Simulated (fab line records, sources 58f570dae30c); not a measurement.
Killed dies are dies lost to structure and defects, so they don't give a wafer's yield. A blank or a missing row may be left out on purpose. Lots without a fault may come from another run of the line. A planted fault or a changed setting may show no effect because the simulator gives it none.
Problem report in the 8D (eight disciplines) form, filled by code | flow berkeley_cmos170 | the parts of the form that need people (team, actions taken, sign-off) are left out

1. THE PROBLEM
NWELL_TW at UCB170_NWELL_TW_MEAS_16 reads a mean of 1314 on 6 wafers of 2 lots; wafers without a fault read 1248 with a standard deviation of 12. That is +5.5 standard deviations from the usual mean.
First seen on wafer L409.3, day 4 12:24, on film_metro-01. The record holds 42 wafers of 14 lots with a number at this step. Rule for "out", or "out of limits": more than 4 standard deviations from the usual mean. The other wafers with a number count as sound.

2. WHAT IT IS AND WHAT IT IS NOT
question                    | is                           | is not
which readings at this step | NWELL_TW                     | -
which lots                  | L409, L411                   | L399, L400, L401, L402, L403, L404, L407, L415, L417, L419, L420, L422
which wafers of those lots  | all that have a number       | -
read on which gauges        | film_metro-01, film_metro-03 | film_metro-02
when                        | from day 4 12:24             | up to then (21 sound wafers); but 15 sound wafers of L415, L417, L419, L420, L422 came after

3. SUSPECTS, AND WHAT RULES EACH OUT
Counting: a tool at a process step up to the reading stays a suspect if it ran every lot that is out and no sound lot after the first of them.
- the gauge at UCB170_NWELL_TW_MEAS_16: ruled out. The wafers that are out were read on 2 gauges (film_metro-01, film_metro-03).
- implanter-03 at UCB170_NWELL_IMPLANT_14: ruled out as a lasting fault. Sound lots L422 ran on it after its first lot that is out, L409 (day 4 12:11).
Left after counting: nothing in the record.

4. THE CAUSE (what the simulator had put in)
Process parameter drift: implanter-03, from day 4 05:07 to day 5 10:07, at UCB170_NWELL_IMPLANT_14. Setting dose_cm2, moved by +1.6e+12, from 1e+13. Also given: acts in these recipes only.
Counting ruled it out, wrongly: the rule takes a fault to strike every lot that its tool runs from its start on, and this one did not.

5. THE CHAIN OF EFFECTS, in route order
Each row: a reading whose mean over the struck wafers that have a number lies more than 3 standard deviations from the usual. Only readings for which the record gives a usual standard deviation are gone through. hours: the time from each lot's start at the first step in this table that gives one to its start at this step, as a median over the lots. sigmas: the change in usual standard deviations.
hours | step                    | reading            | usual      | on struck wafers | change      | sigmas
0     | UCB170_NWELL_IMPLANT_14 | dose_ions_cm2      | 1.0001e+13 | 1.1604e+13       | +1.6030e+12 | +99 or more
0     | UCB170_NWELL_IMPLANT_14 | faraday_current_uA | 31.7       | 36.9             | +5.2        | +7.7
0     | UCB170_NWELL_TW_MEAS_16 | NWELL_TW           | 1248       | 1314             | +66         | +5.5
The process steps in it:
- UCB170_NWELL_IMPLANT_14
Later measuring or inspecting steps at which every struck wafer that the step has a row for has a number for every such reading, and none has moved that far: UCB170_M2_CD_MEAS_90.

6. WHAT WOULD HAVE CAUGHT IT SOONER
In this record the first reading out of limits at a measuring or inspecting step was taken at day 4 12:24, 7 hours after the fault began at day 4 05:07.
The tool's own readings at UCB170_NWELL_IMPLANT_14 were out on every struck wafer that the step has a row for (dose_ions_cm2, faraday_current_uA): an alarm limit on them would have fired on the first of those.
